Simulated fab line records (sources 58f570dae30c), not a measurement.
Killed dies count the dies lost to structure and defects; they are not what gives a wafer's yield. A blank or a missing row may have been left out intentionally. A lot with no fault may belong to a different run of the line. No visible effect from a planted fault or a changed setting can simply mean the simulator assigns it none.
fab line records	flow berkeleyCmos170
[record] lots = 14	wafers = 42	lastDay = 12
route steps=331 shown M2@283
lots with no fault: from the same line, run without faults
startH: start of the lot's first displayed wafer, in hours after the record's first day	waitH: hours since the lot's step before	" the same as in the row above	L1.1+2: several wafers, shown together as one row	- no value present, or no start provided	* or withheld: withheld	< > ~ a bound
route shown NAME@n: NAME is a module with steps in the file, n the number in the route of the first one	usual: the fault-free wafers' mean and standard deviation	same: alike in all rows	chamber/n: place in a boat	sites: per-site readings	_std_site: standard deviation of those values	_edge_site: the outer-site mean with the inner-site mean subtracted	radiusMm: for every site, how far away it sits from the centre of the wafer	mask NAME#n: copy n	behind: the most recent tool/chamber to have shaped the wafer	hold: the reason the lot was held/the length of the hold in hours/how it ended	device: whichever transistor did not switch (one of n, p or np)	end of line: tests of these same wafers at the route's end	step lacking rows: just its recipe	killed: not the wafer's yield, but the dies lost to structure and defects at the first sort	map: shows each die of a wafer: x if killed, . if not, _ if none is there
set.NAME: the setting that was run; set.NAME@STEP: the one run at that earlier step	model.NAME: the simulator's own value behind a step, which no gauge read
a sample of lots followed through the steps of the route, with each step as a table and each wafer as a row
services: the hour from which a tool's chamber was out of use, counted from the record's first day as startH (under 0 if before that day), plus the number of hours and why
[[steps]]
[step UCB170_M2_EXPOSE_12]
[recipe] maskId = METAL2	targetCdNm = 700	na = 0.5	sigmaOuter = 0.6	sourceShape = conventional	doseMj = 26
[usual] exposureDoseMJCm2 = 25.976/0.027	focusOffsetNm = 0.2/0.56
lot.wafer	tool	chamber	startH	waitH	mask	exposureDoseMJCm2	focusOffsetNm
L961.2	krfScanner-01	0	145.24	-	METAL2#0	26.015	-0.3
L961.3	"	0	"	"	METAL2#0	25.955	0.0
L961.6	"	0	"	"	METAL2#0	25.973	0.0
L962.1	krfScanner-01	0	156.72	-	METAL2#0	25.961	-0.5
L962.2	"	0	"	"	METAL2#0	25.968	0.2
L962.4	"	0	"	"	METAL2#0	25.950	-0.4
L963.1	krfScanner-02	0	158.15	-	METAL2#0	25.951	-1.4
L963.3	"	0	"	"	METAL2#0	25.959	-1.0
L963.6	"	0	"	"	METAL2#0	25.968	-1.0
L964.1	krfScanner-02	0	169.87	-	METAL2#0	26.009	0.0
L964.2	"	0	"	"	METAL2#0	25.948	-0.7
L964.6	"	0	"	"	METAL2#0	25.952	0.1
L965.3	krfScanner-01	0	170.29	-	METAL2#0	26.010	0.4
L965.4	"	0	"	"	METAL2#0	26.034	0.5
L965.6	"	0	"	"	METAL2#0	26.022	0.8
L968.3	krfScanner-01	0	180.30	-	METAL2#0	25.995	1.0
L968.4	"	0	"	"	METAL2#0	25.967	-0.5
L968.5	"	0	"	"	METAL2#0	25.946	0.9
L966.2	krfScanner-02	0	180.52	-	METAL2#0	26.010	0.0
L966.3	"	0	"	"	METAL2#0	26.002	0.2
L966.4	"	0	"	"	METAL2#0	25.984	0.0
L970.1	krfScanner-01	-	196.35	-	METAL2#0	-	-
L970.2	"	-	"	"	METAL2#0	-	-
L970.6	"	-	"	"	METAL2#0	-	-
L972.2	krfScanner-01	-	214.59	-	METAL2#0	-	-
L972.4	"	-	"	"	METAL2#0	-	-
L972.5	"	-	"	"	METAL2#0	-	-
L973.3	krfScanner-01	0	219.75	-	METAL2#0	25.924	0.1
L973.5	"	0	"	"	METAL2#0	25.970	0.5
L973.6	"	0	"	"	METAL2#0	25.920	0.6
L977.2	krfScanner-02	0	230.63	-	METAL2#0	25.958	-0.6
L977.3	"	0	"	"	METAL2#0	25.941	-0.1
L977.5	"	0	"	"	METAL2#0	25.965	-0.3
L979.4	krfScanner-01	0	256.36	-	METAL2#0	25.929	0.0
L979.5	"	0	"	"	METAL2#0	25.965	0.6
L979.6	"	0	"	"	METAL2#0	25.959	-0.5
L982.1	krfScanner-02	0	259.36	-	METAL2#0	26.038	0.3
L982.4	"	0	"	"	METAL2#0	26.015	0.5
L982.6	"	0	"	"	METAL2#0	26.050	-0.1
L984.2	krfScanner-01	0	275.43	-	METAL2#0	25.974	0.4
L984.5	"	0	"	"	METAL2#0	25.958	-1.3
L984.6	"	0	"	"	METAL2#0	25.997	-0.1
[[services]]
tool	chamber	startH	hours	kind
krfScanner-01	-	125.07	0.8	pm
krfScanner-02	-	130.34	1.3	pm
krfScanner-01	-	138.25	0.8	pm
krfScanner-01	-	174.03	1.3	pm
krfScanner-02	-	175.86	1.0	pm
krfScanner-01	-	183.01	1.0	pm
krfScanner-01	-	233.49	0.6	repair
krfScanner-01	0	234.29	-	calibration
krfScanner-02	-	238.74	3.1	repair
[[key]]
[firstSign] step = UCB170_M2_EXPOSE_12	reading = toolRecord	direction = missing
effect none on later readings
metAt UCB170_M2_EXPOSE_12
struckLots L970,L972
laterRowsLeftOut L970.1,L970.2,L970.6,L972.2,L972.4,L972.5
sortLeftOut L970.1,L970.2,L970.6,L972.2,L972.4,L972.5
onsetBetween 180.30 196.35
[fault] kind = skippedStepWhole	tool = krfScanner-01	chamber = -	onsetH = 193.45	steps = UCB170_M2_EXPOSE_12	scope = struckLotsOnly
// sortLeftOut: the simulated sort isn't trusted on such a fault, so these wafers' sort isn't shown, and their yield isn't known
// laterRowsLeftOut: the simulator's readings of these wafers behind a module that went badly wrong aren't trusted and aren't shown, but for the sort
